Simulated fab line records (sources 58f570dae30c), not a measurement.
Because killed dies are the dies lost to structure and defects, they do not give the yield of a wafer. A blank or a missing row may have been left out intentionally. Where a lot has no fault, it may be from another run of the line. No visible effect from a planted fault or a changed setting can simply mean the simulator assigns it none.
Lot-split experiment ; flow berkeley_cmos170 ; 23 wafers read from 5 lots, route of 331 steps

== ON THE SPLIT ==
At UCB170_PFIELD_IMPLANT_07, the setting energy_kev was moved away from the recipe's 80 on 7 of the 23 wafers read, by +3.0% to +5.5%. This setting was run at the recipe's value on the other wafers.

The reading is taken at the split's own step.

== THE READING ==
implant.drp_nm (the simulator's own value, which no gauge read), in nm, at UCB170_PFIELD_IMPLANT_07. The file gives no usual value for it.

wafer;tool, chamber at the split;energy_kev as run;against the recipe;implant.drp_nm, nm;against lot-mates on the recipe
L074.2;implanter-04, 0;80;recipe;74.86;-
L074.3;implanter-04, 0;80;recipe;74.86;-
L074.5;implanter-04, 0;80;recipe;74.86;-
L074.4;implanter-04, 0;82.37;+3.0%;75.89;+1.03
L074.6;implanter-04, 0;82.37;+3.0%;75.89;+1.03
L075.1;implanter-03, 0;80;recipe;74.86;-
L075.2;implanter-03, 0;80;recipe;74.86;-
L075.4;implanter-03, 0;80;recipe;74.86;-
L075.5;implanter-03, 0;80;recipe;74.86;-
L075.6;implanter-03, 0;80;recipe;74.86;-
L076.1;implanter-01, 0;80;recipe;74.86;-
L076.4;implanter-01, 0;80;recipe;74.86;-
L076.2;implanter-01, 0;84.42;+5.5%;76.75;+1.89
L076.3;implanter-01, 0;84.42;+5.5%;76.75;+1.89
L076.5;implanter-01, 0;84.42;+5.5%;76.75;+1.89
L077.1;implanter-04, 0;82.58;+3.2%;75.98;+1.12
L077.4;implanter-04, 0;82.58;+3.2%;75.98;+1.12
L077.3;implanter-04, 0;80;recipe;74.86;-
L077.5;implanter-04, 0;80;recipe;74.86;-
L077.6;implanter-04, 0;80;recipe;74.86;-
L080.1;implanter-01, 0;80;recipe;74.86;-
L080.2;implanter-01, 0;80;recipe;74.86;-
L080.6;implanter-01, 0;80;recipe;74.86;-

THE FIT
A straight line over all 23 wafers: implant.drp_nm changes by +0.343 nm for each +1% of energy_kev; r = +1.00; the points scatter about the line by 0.006 nm.
The same after taking each lot's own level away (the mean of its wafers on the recipe; 23 wafers): +0.343 nm for each +1%; r = +1.00; scatter 0.006 nm.
The reading moves by 1.9 nm for the largest change in energy_kev, on that fit.
The lots' own levels span 74.860 to 74.860 nm.
So the lot-to-lot level changes the slope little: the two slopes agree.
Check: for one of the wafers moved furthest among these (+5.5%), held out of the fit, the line's prediction against its lot-mates is +1.9 nm. Against them it came out at +1.89 nm.

== ADDITIONAL SPLITS CARRIED BY THESE WAFERS ==
Other splits were also applied to these wafers ahead of the reading. Each is held against what the fit with the lots' levels taken away leaves over:
other split on the same wafers;wafers away from the commonest value;r with implant.drp_nm (lot level and that fit taken away)
UCB170_START_OXIDATION_02 temp_c;10;+0.20
UCB170_NWELL_COAT_07 resist_thk_nm;8;-0.44
UCB170_NWELL_ETCH_13 over_etch_frac;7;-0.28
UCB170_PWELL_CVD_05 sih2cl2_flow_sccm;15;-0.15
UCB170_PWELL_ETCH_14 time_s;9;+0.04
UCB170_ACTIVE_OXIDATION_02 ox_time_s;18;+0.57
UCB170_ACTIVE_STRIP_16 power_w;4;+0.40

== THE WHOLE CHAIN: every reading that the file lists as answering this split, in the file's order ==
step;what it does;reading;change (the file's fit);r (the file's)
UCB170_PFIELD_IMPLANT_07;;implant.rp_nm (the simulator's own value, which no gauge read);+2.2 nm for each +1% of the setting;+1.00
UCB170_PFIELD_IMPLANT_07;;implant.drp_nm (the simulator's own value, which no gauge read);+0.345 nm for each +1% of the setting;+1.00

== FILE'S OWN FIT ==
implant.drp_nm changes by +0.345 nm for each +1% of energy_kev, r = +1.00.
